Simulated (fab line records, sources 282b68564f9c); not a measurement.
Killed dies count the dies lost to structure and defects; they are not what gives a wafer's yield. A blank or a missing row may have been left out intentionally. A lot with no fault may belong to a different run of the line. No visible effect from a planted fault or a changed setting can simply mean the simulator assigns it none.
fab line records / flow rit_cmos
[record] lots = 6 wafers = 18 last_day = 7
route steps=202 shown ACTIVE@5 M1@202
lots with no fault: from the same line, run without faults
start_h: the number of hours between the record's first day and the start of the first shown wafer of the lot / wait_h: hours since the lot's step before / " as in the row above / L1.1+2: a row that stands for several wafers / - no value, or no start was given / * or withheld: withheld / < > ~ a bound
route shown NAME@n: NAME is a module with steps in the file, n the number in the route of the first one / usual: mean/standard deviation taken from wafers without a fault / same: alike in all rows / chamber/n: place in a boat / sites: per-site readings / _std_site: how widely they spread, as a standard deviation / _edge_site: mean of outer sites minus mean of inner sites / radius_mm: for every site, how far away it sits from the centre of the wafer / mask NAME#n: copy n / behind: the last tool/chamber to shape the wafer / hold: why the lot went on hold/how many hours it stayed there/how the hold came to an end / device: the n, p or np transistor that did not switch / end of line: the same wafers' tests at the end of the route / a step without rows: its recipe alone / killed: at the first sort, the dies lost to defects and structure; wafer yield is something else / map: a wafer's dies, x killed, . not, _ none there
set.NAME: setting as actually run; set.NAME@STEP: the setting as run at that earlier step / model.NAME: the simulator's own value behind a step, which no gauge read
lots at some steps of the route; a table a step, a row a wafer
services: from which hour (start_h, from the record's first day; less than 0 if before it) a tool's chamber was out of use, for how many hours, and why
[[steps]]
[step RIT_ACTIVE_THK_MEAS_04]
[recipe] reads = Si3N4_of_ACTIVE_CVD_03
[usual] ACTIVE_NITRIDE_THK = 149.1/1.4
lot.wafer=L404.2 tool=film_metro-04 chamber=- start_h=33.54 wait_h=0.0 ACTIVE_NITRIDE_THK[nm]=148.7
lot.wafer=L404.3 tool=film_metro-04 chamber=- start_h=33.54 wait_h=0.0 ACTIVE_NITRIDE_THK[nm]=147.8
lot.wafer=L404.6 tool=film_metro-04 chamber=- start_h=33.54 wait_h=0.0 ACTIVE_NITRIDE_THK[nm]=149.5
lot.wafer=L408.2 tool=film_metro-04 chamber=- start_h=53.54 wait_h=0.0 ACTIVE_NITRIDE_THK[nm]=147.8
lot.wafer=L408.4 tool=film_metro-04 chamber=- start_h=53.54 wait_h=0.0 ACTIVE_NITRIDE_THK[nm]=146.9
lot.wafer=L408.5 tool=film_metro-04 chamber=- start_h=53.54 wait_h=0.0 ACTIVE_NITRIDE_THK[nm]=148.3
lot.wafer=L409.2 tool=film_metro-03 chamber=- start_h=59.09 wait_h=0.0 ACTIVE_NITRIDE_THK[nm]=148.6
lot.wafer=L409.3 tool=film_metro-03 chamber=- start_h=59.09 wait_h=0.0 ACTIVE_NITRIDE_THK[nm]=149.6
lot.wafer=L409.6 tool=film_metro-03 chamber=- start_h=59.09 wait_h=0.0 ACTIVE_NITRIDE_THK[nm]=149.5
lot.wafer=L418.1 tool=film_metro-04 chamber=- start_h=103.53 wait_h=0.0 ACTIVE_NITRIDE_THK[nm]=149.3
lot.wafer=L418.3 tool=film_metro-04 chamber=- start_h=103.53 wait_h=0.0 ACTIVE_NITRIDE_THK[nm]=149.6
lot.wafer=L418.6 tool=film_metro-04 chamber=- start_h=103.53 wait_h=0.0 ACTIVE_NITRIDE_THK[nm]=148.5
lot.wafer=L421.1 tool=film_metro-04 chamber=- start_h=118.53 wait_h=0.0 ACTIVE_NITRIDE_THK[nm]=151.7
lot.wafer=L421.5 tool=film_metro-04 chamber=- start_h=118.53 wait_h=0.0 ACTIVE_NITRIDE_THK[nm]=150.8
lot.wafer=L421.6 tool=film_metro-04 chamber=- start_h=118.53 wait_h=0.0 ACTIVE_NITRIDE_THK[nm]=151.0
lot.wafer=L423.1 tool=film_metro-02 chamber=- start_h=128.53 wait_h=0.0 ACTIVE_NITRIDE_THK[nm]=153.0
lot.wafer=L423.2 tool=film_metro-02 chamber=- start_h=128.53 wait_h=0.0 ACTIVE_NITRIDE_THK[nm]=152.4
lot.wafer=L423.5 tool=film_metro-02 chamber=- start_h=128.53 wait_h=0.0 ACTIVE_NITRIDE_THK[nm]=153.1
[step RIT_ACTIVE_HMDS_05]
[recipe] prime_time_s = 60 prime_temp_c = 140
[step RIT_ACTIVE_COAT_06]
[recipe] resist = NOVOLAK spin_rpm = 3250 resist_thk_nm = 1000
[step RIT_ACTIVE_SOFTBAKE_07]
[recipe] resist = NOVOLAK temp_c = 90 time_s = 60
[step RIT_ACTIVE_EXPOSE_08]
[recipe] mask_id = M1 na = 0.6 source_shape = conventional sigma_outer = 0.6 target_cd_nm = 1400 dose_mj = 225
[step RIT_ACTIVE_PEB_09]
[recipe] resist = NOVOLAK temp_c = withheld time_s = withheld
[step RIT_ACTIVE_DEVELOP_10]
[recipe] resist = NOVOLAK develop_time_s = 50 dev_temp_c = 22.56
[step RIT_ACTIVE_CD_MEAS_11]
[recipe] target_cd_nm = 1400
[usual] cd_nm = 1400.0/2.4
lot.wafer=L404.2 tool=cd_sem-02 chamber=- start_h=34.46 wait_h=- cd_nm=1402.0
lot.wafer=L404.3 tool=cd_sem-02 chamber=- start_h=34.46 wait_h=- cd_nm=1403.8
lot.wafer=L404.6 tool=cd_sem-02 chamber=- start_h=34.46 wait_h=- cd_nm=1401.6
lot.wafer=L408.2 tool=cd_sem-01 chamber=- start_h=54.58 wait_h=- cd_nm=1400.1
lot.wafer=L408.4 tool=cd_sem-01 chamber=- start_h=54.58 wait_h=- cd_nm=1400.1
lot.wafer=L408.5 tool=cd_sem-01 chamber=- start_h=54.58 wait_h=- cd_nm=1396.4
lot.wafer=L409.2 tool=cd_sem-01 chamber=- start_h=60.13 wait_h=- cd_nm=1402.2
lot.wafer=L409.3 tool=cd_sem-01 chamber=- start_h=60.13 wait_h=- cd_nm=1403.6
lot.wafer=L409.6 tool=cd_sem-01 chamber=- start_h=60.13 wait_h=- cd_nm=1402.5
lot.wafer=L418.1 tool=cd_sem-01 chamber=- start_h=104.52 wait_h=- cd_nm=1396.7
lot.wafer=L418.3 tool=cd_sem-01 chamber=- start_h=104.52 wait_h=- cd_nm=1396.3
lot.wafer=L418.6 tool=cd_sem-01 chamber=- start_h=104.52 wait_h=- cd_nm=1395.5
lot.wafer=L421.1 tool=cd_sem-01 chamber=- start_h=119.44 wait_h=- cd_nm=1400.0
lot.wafer=L421.5 tool=cd_sem-01 chamber=- start_h=119.44 wait_h=- cd_nm=1399.8
lot.wafer=L421.6 tool=cd_sem-01 chamber=- start_h=119.44 wait_h=- cd_nm=1402.7
lot.wafer=L423.1 tool=cd_sem-01 chamber=- start_h=129.56 wait_h=- cd_nm=1398.7
lot.wafer=L423.2 tool=cd_sem-01 chamber=- start_h=129.56 wait_h=- cd_nm=1401.1
lot.wafer=L423.5 tool=cd_sem-01 chamber=- start_h=129.56 wait_h=- cd_nm=1399.5
[step RIT_ACTIVE_HARDBAKE_12]
[recipe] resist = NOVOLAK temp_c = 140 time_s = 60
[step RIT_ACTIVE_ETCH_13]
[recipe] stop_on = SiO2 chemistry = SF6 target = Si3N4 time_s = 210 over_etch_frac = 0.4 SF6_flow_sccm = 200 pressure_mtorr = 260 rf_w = 125 target_depth_a = 2100
[usual] drypump_motor_current_A = 5.7/0.4 oes_product_au = 0.812/0.014 throttle_valve_pct = 7.54/0.076
lot.wafer=L404.2 tool=rie_diel-02 chamber=2 start_h=34.71 wait_h=0.1 drypump_motor_current_A=5.6 oes_product_au=0.793 rf_hours_counter_h=57 throttle_valve_pct=7.52
lot.wafer=L404.3 tool=rie_diel-02 chamber=0 start_h=34.71 wait_h=0.1 drypump_motor_current_A=5.3 oes_product_au=0.799 rf_hours_counter_h=3 throttle_valve_pct=7.57
lot.wafer=L404.6 tool=rie_diel-02 chamber=3 start_h=34.71 wait_h=0.1 drypump_motor_current_A=6.0 oes_product_au=0.826 rf_hours_counter_h=- throttle_valve_pct=7.67
lot.wafer=L408.2 tool=rie_diel-03 chamber=0 start_h=54.83 wait_h=0.1 drypump_motor_current_A=5.3 oes_product_au=0.789 rf_hours_counter_h=137 throttle_valve_pct=7.58
lot.wafer=L408.4 tool=rie_diel-03 chamber=3 start_h=54.83 wait_h=0.1 drypump_motor_current_A=5.8 oes_product_au=0.796 rf_hours_counter_h=66 throttle_valve_pct=7.42
lot.wafer=L408.5 tool=rie_diel-03 chamber=1 start_h=54.83 wait_h=0.1 drypump_motor_current_A=6.1 oes_product_au=0.802 rf_hours_counter_h=- throttle_valve_pct=7.42
lot.wafer=L409.2 tool=rie_diel-04 chamber=0 start_h=60.38 wait_h=0.1 drypump_motor_current_A=6.2 oes_product_au=0.805 rf_hours_counter_h=5 throttle_valve_pct=7.57
lot.wafer=L409.3 tool=rie_diel-04 chamber=1 start_h=60.38 wait_h=0.1 drypump_motor_current_A=5.8 oes_product_au=0.807 rf_hours_counter_h=84 throttle_valve_pct=7.47
lot.wafer=L409.6 tool=rie_diel-04 chamber=0 start_h=60.38 wait_h=0.1 drypump_motor_current_A=6.2 oes_product_au=0.812 rf_hours_counter_h=- throttle_valve_pct=7.56
lot.wafer=L418.1 tool=rie_diel-03 chamber=1 start_h=104.79 wait_h=0.1 drypump_motor_current_A=6.1 oes_product_au=0.817 rf_hours_counter_h=59 throttle_valve_pct=7.44
lot.wafer=L418.3 tool=rie_diel-03 chamber=2 start_h=104.79 wait_h=0.1 drypump_motor_current_A=6.1 oes_product_au=0.834 rf_hours_counter_h=138 throttle_valve_pct=7.47
lot.wafer=L418.6 tool=rie_diel-03 chamber=2 start_h=104.79 wait_h=0.1 drypump_motor_current_A=6.1 oes_product_au=0.842 rf_hours_counter_h=- throttle_valve_pct=7.47
lot.wafer=L421.1 tool=rie_diel-04 chamber=2 start_h=119.71 wait_h=0.1 drypump_motor_current_A=6.2 oes_product_au=0.799 rf_hours_counter_h=9 throttle_valve_pct=7.63
lot.wafer=L421.5 tool=rie_diel-04 chamber=0 start_h=119.71 wait_h=0.1 drypump_motor_current_A=6.2 oes_product_au=0.815 rf_hours_counter_h=- throttle_valve_pct=7.55
lot.wafer=L421.6 tool=rie_diel-04 chamber=3 start_h=119.71 wait_h=0.1 drypump_motor_current_A=5.4 oes_product_au=0.828 rf_hours_counter_h=- throttle_valve_pct=7.63
lot.wafer=L423.1 tool=rie_diel-03 chamber=1 start_h=129.83 wait_h=0.1 drypump_motor_current_A=6.1 oes_product_au=0.816 rf_hours_counter_h=59 throttle_valve_pct=7.45
lot.wafer=L423.2 tool=rie_diel-03 chamber=0 start_h=129.83 wait_h=0.1 drypump_motor_current_A=5.3 oes_product_au=0.802 rf_hours_counter_h=138 throttle_valve_pct=7.59
lot.wafer=L423.5 tool=rie_diel-03 chamber=3 start_h=129.83 wait_h=0.1 drypump_motor_current_A=5.9 oes_product_au=0.823 rf_hours_counter_h=- throttle_valve_pct=7.43
[step RIT_ACTIVE_STRIP_14]
[recipe] chemistry = O2 time_s = 180 resist = NOVOLAK platen_temp_c = withheld power_w = 500 pressure_mtorr = 4000 o2_flow_sccm = 4000
[usual] drypump_motor_current_A = 5.5/0.38
lot.wafer=L404.2 tool=plasma_asher-01 chamber=0 start_h=34.84 wait_h=0.1 drypump_motor_current_A=6.2 rf_hours_counter_h=26
lot.wafer=L404.3 tool=plasma_asher-01 chamber=0 start_h=34.84 wait_h=0.1 drypump_motor_current_A=6.1 rf_hours_counter_h=-
lot.wafer=L404.6 tool=plasma_asher-01 chamber=1 start_h=34.84 wait_h=0.1 drypump_motor_current_A=5.7 rf_hours_counter_h=-
lot.wafer=L408.2 tool=plasma_asher-03 chamber=0 start_h=54.97 wait_h=0.1 drypump_motor_current_A=5.9 rf_hours_counter_h=44
lot.wafer=L408.4 tool=plasma_asher-03 chamber=0 start_h=54.97 wait_h=0.1 drypump_motor_current_A=5.9 rf_hours_counter_h=-
lot.wafer=L408.5 tool=plasma_asher-03 chamber=1 start_h=54.97 wait_h=0.1 drypump_motor_current_A=5.5 rf_hours_counter_h=-
lot.wafer=L409.2 tool=plasma_asher-04 chamber=0 start_h=60.52 wait_h=0.1 drypump_motor_current_A=5.4 rf_hours_counter_h=46
lot.wafer=L409.3 tool=plasma_asher-04 chamber=0 start_h=60.52 wait_h=0.1 drypump_motor_current_A=5.4 rf_hours_counter_h=-
lot.wafer=L409.6 tool=plasma_asher-04 chamber=0 start_h=60.52 wait_h=0.1 drypump_motor_current_A=5.4 rf_hours_counter_h=-
lot.wafer=L418.1 tool=plasma_asher-04 chamber=1 start_h=104.93 wait_h=0.1 drypump_motor_current_A=5.0 rf_hours_counter_h=52
lot.wafer=L418.3 tool=plasma_asher-04 chamber=0 start_h=104.93 wait_h=0.1 drypump_motor_current_A=5.4 rf_hours_counter_h=-
lot.wafer=L418.6 tool=plasma_asher-04 chamber=1 start_h=104.93 wait_h=0.1 drypump_motor_current_A=5.0 rf_hours_counter_h=-
lot.wafer=L421.1 tool=plasma_asher-01 chamber=1 start_h=119.84 wait_h=0.1 drypump_motor_current_A=5.8 rf_hours_counter_h=36
lot.wafer=L421.5 tool=plasma_asher-01 chamber=1 start_h=119.84 wait_h=0.1 drypump_motor_current_A=5.7 rf_hours_counter_h=-
lot.wafer=L421.6 tool=plasma_asher-01 chamber=0 start_h=119.84 wait_h=0.1 drypump_motor_current_A=6.2 rf_hours_counter_h=-
lot.wafer=L423.1 tool=plasma_asher-04 chamber=0 start_h=129.97 wait_h=0.1 drypump_motor_current_A=5.4 rf_hours_counter_h=55
lot.wafer=L423.2 tool=plasma_asher-04 chamber=1 start_h=129.97 wait_h=0.1 drypump_motor_current_A=5.0 rf_hours_counter_h=55
lot.wafer=L423.5 tool=plasma_asher-04 chamber=1 start_h=129.97 wait_h=0.1 drypump_motor_current_A=5.0 rf_hours_counter_h=-
[step RIT_ACTIVE_CD_MEAS_90]
[recipe] target_cd_nm = 1400
[usual] cd_nm = 1400.0/2.4
lot.wafer=L404.2 tool=cd_sem-01 chamber=- start_h=35.04 wait_h=0.1 cd_nm=1402.3
lot.wafer=L404.3 tool=cd_sem-01 chamber=- start_h=35.04 wait_h=0.1 cd_nm=1404.2
lot.wafer=L404.6 tool=cd_sem-01 chamber=- start_h=35.04 wait_h=0.1 cd_nm=1401.7
lot.wafer=L408.2 tool=cd_sem-02 chamber=- start_h=55.16 wait_h=0.1 cd_nm=1400.2
lot.wafer=L408.4 tool=cd_sem-02 chamber=- start_h=55.16 wait_h=0.1 cd_nm=1399.7
lot.wafer=L408.5 tool=cd_sem-02 chamber=- start_h=55.16 wait_h=0.1 cd_nm=1396.6
lot.wafer=L409.2 tool=cd_sem-02 chamber=- start_h=60.71 wait_h=0.1 cd_nm=1402.3
lot.wafer=L409.3 tool=cd_sem-02 chamber=- start_h=60.71 wait_h=0.1 cd_nm=1403.1
lot.wafer=L409.6 tool=cd_sem-02 chamber=- start_h=60.71 wait_h=0.1 cd_nm=1402.6
lot.wafer=L418.1 tool=cd_sem-02 chamber=- start_h=105.10 wait_h=0.1 cd_nm=1397.2
lot.wafer=L418.3 tool=cd_sem-02 chamber=- start_h=105.10 wait_h=0.1 cd_nm=1396.1
lot.wafer=L418.6 tool=cd_sem-02 chamber=- start_h=105.10 wait_h=0.1 cd_nm=1394.9
lot.wafer=L421.1 tool=cd_sem-01 chamber=- start_h=120.02 wait_h=0.1 cd_nm=1400.2
lot.wafer=L421.5 tool=cd_sem-01 chamber=- start_h=120.02 wait_h=0.1 cd_nm=1399.5
lot.wafer=L421.6 tool=cd_sem-01 chamber=- start_h=120.02 wait_h=0.1 cd_nm=1402.9
lot.wafer=L423.1 tool=cd_sem-01 chamber=- start_h=130.14 wait_h=0.1 cd_nm=1399.0
lot.wafer=L423.2 tool=cd_sem-01 chamber=- start_h=130.14 wait_h=0.1 cd_nm=1401.0
lot.wafer=L423.5 tool=cd_sem-01 chamber=- start_h=130.14 wait_h=0.1 cd_nm=1399.2
[step RIT_ACTIVE_CLEAN_15]
[recipe] chemistry = SC1 mix = 3:3:50 time_s = 600 temp_c = 75
[usual] bath_guard_temp_C = 75.2/0.58 bath_heat_duty_pct = 16.3/1.3
lot.wafer=L404.2 tool=wet_bench-03 chamber=0 start_h=35.14 wait_h=0.1 bath_guard_temp_C=75.7 bath_heat_duty_pct=16.9
lot.wafer=L404.3 tool=wet_bench-03 chamber=0 start_h=35.14 wait_h=0.1 bath_guard_temp_C=75.7 bath_heat_duty_pct=17.6
lot.wafer=L404.6 tool=wet_bench-03 chamber=0 start_h=35.14 wait_h=0.1 bath_guard_temp_C=75.4 bath_heat_duty_pct=17.6
lot.wafer=L408.2 tool=wet_bench-01 chamber=0 start_h=55.26 wait_h=0.1 bath_guard_temp_C=- bath_heat_duty_pct=-
lot.wafer=L408.4 tool=wet_bench-01 chamber=0 start_h=55.26 wait_h=0.1 bath_guard_temp_C=- bath_heat_duty_pct=-
lot.wafer=L408.5 tool=wet_bench-01 chamber=0 start_h=55.26 wait_h=0.1 bath_guard_temp_C=- bath_heat_duty_pct=-
lot.wafer=L409.2 tool=wet_bench-03 chamber=0 start_h=60.81 wait_h=0.1 bath_guard_temp_C=- bath_heat_duty_pct=-
lot.wafer=L409.3 tool=wet_bench-03 chamber=0 start_h=60.81 wait_h=0.1 bath_guard_temp_C=- bath_heat_duty_pct=-
lot.wafer=L409.6 tool=wet_bench-03 chamber=0 start_h=60.81 wait_h=0.1 bath_guard_temp_C=- bath_heat_duty_pct=-
lot.wafer=L418.1 tool=wet_bench-01 chamber=2 start_h=105.22 wait_h=0.1 bath_guard_temp_C=75.2 bath_heat_duty_pct=16.1
lot.wafer=L418.3 tool=wet_bench-01 chamber=2 start_h=105.22 wait_h=0.1 bath_guard_temp_C=75.7 bath_heat_duty_pct=15.0
lot.wafer=L418.6 tool=wet_bench-01 chamber=2 start_h=105.22 wait_h=0.1 bath_guard_temp_C=75.5 bath_heat_duty_pct=15.3
lot.wafer=L421.1 tool=wet_bench-03 chamber=3 start_h=120.14 wait_h=0.1 bath_guard_temp_C=75.1 bath_heat_duty_pct=17.5
lot.wafer=L421.5 tool=wet_bench-03 chamber=3 start_h=120.14 wait_h=0.1 bath_guard_temp_C=74.7 bath_heat_duty_pct=16.4
lot.wafer=L421.6 tool=wet_bench-03 chamber=3 start_h=120.14 wait_h=0.1 bath_guard_temp_C=74.6 bath_heat_duty_pct=14.9
lot.wafer=L423.1 tool=wet_bench-02 chamber=2 start_h=130.26 wait_h=0.1 bath_guard_temp_C=75.8 bath_heat_duty_pct=16.6
lot.wafer=L423.2 tool=wet_bench-02 chamber=2 start_h=130.26 wait_h=0.1 bath_guard_temp_C=75.6 bath_heat_duty_pct=15.7
lot.wafer=L423.5 tool=wet_bench-02 chamber=2 start_h=130.26 wait_h=0.1 bath_guard_temp_C=75.6 bath_heat_duty_pct=16.5
[step RIT_ACTIVE_CLEAN_16]
[recipe] chemistry = dHF dilution = 50:1 time_s = 30
[step RIT_M1_PROBE_99]
[usual] killed_at_front_end = 7/3 killed_dies = 7/3 killed_open = 3.2/1.8 killed_short = 3.5/2.1
[same] gross_dies = 264 killed_at_M0_to_M3 = 0 killed_at_M4_up = 0 killed_at_back_side = 0 killed_at_contacts = 0 killed_at_other = 0
lot.wafer=L404.2 tool=prober-01 chamber=- start_h=79.01 wait_h=0.1 killed_at_front_end=6 killed_dies=6 killed_open=3 killed_short=3
lot.wafer=L404.3 tool=prober-01 chamber=- start_h=79.06 wait_h=0.2 killed_at_front_end=8 killed_dies=8 killed_open=2 killed_short=6
lot.wafer=L404.6 tool=prober-01 chamber=- start_h=79.21 wait_h=0.2 killed_at_front_end=5 killed_dies=5 killed_open=5 killed_short=0
lot.wafer=L408.2 tool=prober-02 chamber=- start_h=96.69 wait_h=0.1 killed_at_front_end=6 killed_dies=6 killed_open=4 killed_short=2
lot.wafer=L408.4 tool=prober-02 chamber=- start_h=96.79 wait_h=0.2 killed_at_front_end=5 killed_dies=5 killed_open=1 killed_short=4
lot.wafer=L408.5 tool=prober-02 chamber=- start_h=96.84 wait_h=0.2 killed_at_front_end=8 killed_dies=8 killed_open=4 killed_short=4
lot.wafer=L409.2 tool=prober-01 chamber=- start_h=102.71 wait_h=0.1 killed_at_front_end=3 killed_dies=3 killed_open=1 killed_short=2
lot.wafer=L409.3 tool=prober-01 chamber=- start_h=102.76 wait_h=0.2 killed_at_front_end=11 killed_dies=11 killed_open=5 killed_short=6
lot.wafer=L409.6 tool=prober-01 chamber=- start_h=102.91 wait_h=0.2 killed_at_front_end=7 killed_dies=7 killed_open=6 killed_short=1
lot.wafer=L418.1 tool=prober-02 chamber=- start_h=147.86 wait_h=0.1 killed_at_front_end=3 killed_dies=3 killed_open=1 killed_short=2
lot.wafer=L418.3 tool=prober-02 chamber=- start_h=147.96 wait_h=0.2 killed_at_front_end=10 killed_dies=10 killed_open=7 killed_short=3
lot.wafer=L418.6 tool=prober-02 chamber=- start_h=148.11 wait_h=0.2 killed_at_front_end=9 killed_dies=9 killed_open=6 killed_short=3
lot.wafer=L423.1 tool=prober-01 chamber=- start_h=177.69 wait_h=0.1 killed_at_front_end=3 killed_dies=3 killed_open=2 killed_short=1
lot.wafer=L423.2 tool=prober-01 chamber=- start_h=177.74 wait_h=0.1 killed_at_front_end=3 killed_dies=3 killed_open=0 killed_short=3
lot.wafer=L423.5 tool=prober-01 chamber=- start_h=177.89 wait_h=0.2 killed_at_front_end=7 killed_dies=7 killed_open=3 killed_short=4
// killed by level:class
L404.2 SILICIDE:geometric_particle:short=2 FOX2:geometric_particle:open=1 GATE:geometric_particle:open=1 REOX:geometric_particle:short=1 SILICIDE:geometric_particle:open=1
L404.3 GATE:geometric_particle:short=3 SPACER:geometric_particle:short=2 FOX2:geometric_particle:open=1 FOX2:geometric_particle:short=1 SPACER:geometric_particle:open=1
L404.6 GATE:geometric_particle:open=3 FOX2:geometric_particle:open=1 REOX:geometric_particle:open=1
L408.2 SILICIDE:geometric_particle:open=2 FOX1:geometric_particle:short=1 FOX1:geometric_particle:open=1 GATE:geometric_particle:short=1 GATE:geometric_particle:open=1
L408.4 GATE:geometric_particle:short=2 SILICIDE:geometric_particle:short=2 GATE:geometric_particle:open=1
L408.5 GATE:geometric_particle:short=3 FOX1:geometric_particle:open=1 FOX2:geometric_particle:open=1 GATE:geometric_particle:open=1 SPACER:geometric_particle:open=1 SILICIDE:geometric_particle:short=1
L409.2 GATE:geometric_particle:short=2 SPACER:geometric_particle:open=1
L409.3 GATE:geometric_particle:short=4 GATE:geometric_particle:open=3 SILICIDE:geometric_particle:open=2 FOX1:geometric_particle:short=1 SPACER:geometric_particle:short=1
L409.6 GATE:geometric_particle:open=3 FOX2:geometric_particle:open=2 SPACER:geometric_particle:open=1 SILICIDE:geometric_particle:short=1
L418.1 FOX1:geometric_particle:open=1 GATE:geometric_particle:short=1 SILICIDE:geometric_particle:short=1
L418.3 GATE:geometric_particle:open=4 FOX2:geometric_particle:open=3 GATE:geometric_particle:short=2 SILICIDE:geometric_particle:short=1
L418.6 FOX1:geometric_particle:open=2 FOX2:geometric_particle:open=2 GATE:geometric_particle:open=2 FOX1:geometric_particle:short=1 FOX2:geometric_particle:short=1 SPACER:geometric_particle:short=1
L423.1 REOX:geometric_particle:open=2 GATE:geometric_particle:short=1
L423.2 SPACER:geometric_particle:short=2 FOX2:geometric_particle:short=1
L423.5 FOX1:geometric_particle:open=3 GATE:geometric_particle:short=1 REOX:geometric_particle:short=1 SPACER:geometric_particle:short=1 SILICIDE:geometric_particle:short=1
[[services]]
tool=rie_diel-03 chamber=0 start_h=22.45 hours=14.5 kind=repair
tool=plasma_asher-03 chamber=- start_h=25.21 hours=1.6 kind=repair
tool=plasma_asher-03 chamber=- start_h=25.40 hours=3.0 kind=repair
tool=rie_diel-03 chamber=2 start_h=26.62 hours=7.9 kind=repair
tool=rie_diel-02 chamber=1 start_h=32.02 hours=2.8 kind=repair
tool=rie_diel-02 chamber=1 start_h=58.30 hours=5.1 kind=repair
tool=plasma_asher-03 chamber=- start_h=60.21 hours=2.8 kind=pm
tool=plasma_asher-03 chamber=- start_h=81.50 hours=28.1 kind=pm
tool=rie_diel-03 chamber=1 start_h=82.04 hours=5.8 kind=repair
tool=rie_diel-02 chamber=1 start_h=90.58 hours=3.9 kind=repair
tool=rie_diel-02 chamber=2 start_h=104.33 hours=14.5 kind=repair
tool=rie_diel-04 chamber=- start_h=116.13 hours=2.8 kind=pm
tool=rie_diel-02 chamber=0 start_h=128.17 hours=2.4 kind=repair
[[key]]
[first_sign] step = RIT_ACTIVE_CLEAN_15 reading = tool_record direction = missing
effect none on later readings
met_at RIT_ACTIVE_CLEAN_15
struck_wafers L408.2,L408.4,L408.5,L409.2,L409.3,L409.6
tester_left_out L408,L409
onset_between 35.14 55.26
[fault] kind = skipped_step_whole tool = wet_bench-01,wet_bench-03 chamber = - onset_h = 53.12 steps = RIT_ACTIVE_CLEAN_15 scope = struck_lots_only
// tester_left_out: of these lots the tester's yield and bins aren't shown, on N5 and GAA mostly nor the transistor test; their killed dies are dies lost to structure and defects alone, not to doping, threshold or leakage, so they don't give the yield
